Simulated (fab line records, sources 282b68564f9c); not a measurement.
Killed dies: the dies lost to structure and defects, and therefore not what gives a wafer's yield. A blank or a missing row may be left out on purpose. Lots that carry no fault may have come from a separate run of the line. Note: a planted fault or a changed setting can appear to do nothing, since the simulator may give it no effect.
Split-lot study	flow rit-cmos	23 wafers read from 5 lots, route of 202 steps

## THE SPLIT
At RIT_FOX2_CLEAN_02 (cleans in dHF, time 180 s), the setting time-s was moved away from the recipe's 180 s on 10 of the 23 wafers read, by -14.0% to +9.8%. This setting was run at the recipe's value on the other wafers.

Reading taken at the split's own step.

## THE READING
Si3N4_of_ACTIVE_CVD_03.thk-nm (the simulator's own value, which no gauge read), in nm, at RIT_FOX2_CLEAN_02 (cleans in dHF, time 180 s). No usual value for it is given in the file. Here, 13 wafers ran the recipe; their average is 141.7 nm with a standard deviation of 6.7 nm.

wafer	tool, chamber at the split	time-s as run, s	against the recipe	Si3N4_of_ACTIVE_CVD_03.thk-nm, nm	against lot-mates on the recipe
L074.1	-, -	180	recipe	144.1	-
L074.2	-, -	180	recipe	142.5	-
L074.3	-, -	180	recipe	145.3	-
L074.4	-, -	180	recipe	142.9	-
L074.5	-, -	180	recipe	143.6	-
L079.1	-, -	197.7	+9.8%	147	no lot-mate on the recipe
L079.2	-, -	197.7	+9.8%	146	no lot-mate on the recipe
L079.4	-, -	197.7	+9.8%	146	no lot-mate on the recipe
L079.3	-, -	197.7	+9.8%	146.7	no lot-mate on the recipe
L079.5	-, -	197.7	+9.8%	146.8	no lot-mate on the recipe
L081.1	wet-bench-04, 2	180	recipe	129.6	-
L081.5	wet-bench-04, 2	180	recipe	129.8	-
L081.6	wet-bench-04, 2	180	recipe	129.8	-
L082.1	-, -	154.8	-14.0%	110.8	no lot-mate on the recipe
L082.2	-, -	154.8	-14.0%	112.8	no lot-mate on the recipe
L082.4	-, -	154.8	-14.0%	112.8	no lot-mate on the recipe
L082.3	-, -	154.8	-14.0%	112.4	no lot-mate on the recipe
L082.6	-, -	154.8	-14.0%	113.3	no lot-mate on the recipe
L085.1	-, -	180	recipe	147.2	-
L085.2	-, -	180	recipe	147.5	-
L085.3	-, -	180	recipe	147	-
L085.5	-, -	180	recipe	146.5	-
L085.6	-, -	180	recipe	146.2	-

FIT RESULTS
A straight line over all 23 wafers: Si3N4_of_ACTIVE_CVD_03.thk-nm changes by +1.51 nm for each +1% of time-s; r = +0.87; the points scatter about the line by 7.1 nm.
Too few moved wafers have a lot-mate on the recipe to fit a line with each lot's own level taken away.

## FILE'S OWN FIT
Si3N4_of_ACTIVE_CVD_03.thk-nm changes by +1.51 nm for each +1% of time-s, r = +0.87.
